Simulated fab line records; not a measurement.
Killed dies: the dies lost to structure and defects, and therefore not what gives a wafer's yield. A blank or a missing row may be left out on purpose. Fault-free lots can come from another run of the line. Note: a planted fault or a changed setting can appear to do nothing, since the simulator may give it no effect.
The same fault as seen by 2 desks    flow rit cmos    what lay behind the numbers comes last; until then each desk has only its own

## AT THE METROLOGY DESK
What the gauges read for every lot (on any tool): the sampled wafers with a number, averaged. Any lot whose mean is over 4 standard deviations away from the usual mean is out of limits and marked OUT; that distance is given in the brackets.
Columns: A = PLDD_TW at RIT_PLDD_TW_MEAS_10, usual 2347
lot   first seen here  A
L342  day 2 19:28      2327
L344  day 3 05:08      2328
L346  day 3 16:47      2354
L347  day 3 20:26      2349
L348  day 4 00:32      2328
L349  day 4 05:59      2346
L350  day 4 11:59      2349
L351  day 4 17:52      2368
L352  day 4 20:40      2366
L353  day 5 02:25      2352
L354  day 5 09:06      2338
L359  day 6 09:26      30 (-99 or more) OUT
L364  day 7 09:36      2354
This desk finds L359 out of limits, with the earliest case on L359 at day 6 09:26 (PLDD_TW at RIT_PLDD_TW_MEAS_10). Within limits: L342, L344, L346, L347, L348, L349, L350, L351, L352, L353, L354, L364.

## TOOL OWNER'S DESK, plasma asher-03
The tool's own readings at RIT_NLDD_STRIP_09 (strips in O2, time 180 s): means of the sampled wafers that have a number, for each lot that ran on this tool. Any lot whose mean is over 4 standard deviations away from the usual mean is out of limits and marked OUT; that distance is given in the brackets.
Columns: A = drypump motor current A at RIT_NLDD_STRIP_09, usual 5.6 A; B = run length s at RIT_NLDD_STRIP_09, usual 208.2 s
lot   first seen here  A    B
L342  day 2 17:49      5.8  208.3
L348  day 3 22:59      5.6  208.4
L349  day 4 04:11      5.8  208.4
L350  day 4 10:23      5.7  208.4
L352  day 4 19:03      5.8  208.6
L359  day 6 07:29      5.8  72.7 (-99 or more) OUT
This desk's verdict: out of limits on L359, starting with L359 at day 6 07:29 (run length s at RIT_NLDD_STRIP_09). Within limits: L342, L348, L349, L350, L352.

## PUT TOGETHER
The tool owner's desk had the chance to raise an alarm at day 6 07:29 on L359.
L359 would have let the metrology desk raise an alarm at day 6 09:26.
The lots listed all ran RIT_NLDD_STRIP_09 on plasma asher-03.

## WHAT THE SIMULATOR HAD INSERTED
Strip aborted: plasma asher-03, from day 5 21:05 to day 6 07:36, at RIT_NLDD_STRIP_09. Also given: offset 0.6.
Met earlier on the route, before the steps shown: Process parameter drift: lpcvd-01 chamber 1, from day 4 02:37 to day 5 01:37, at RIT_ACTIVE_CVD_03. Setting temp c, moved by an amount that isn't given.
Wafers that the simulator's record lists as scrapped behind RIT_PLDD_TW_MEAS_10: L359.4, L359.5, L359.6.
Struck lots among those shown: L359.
Hours from the fault's start to each desk's first reading out of limits: the tool owner's desk, 10; the metrology desk, 12.
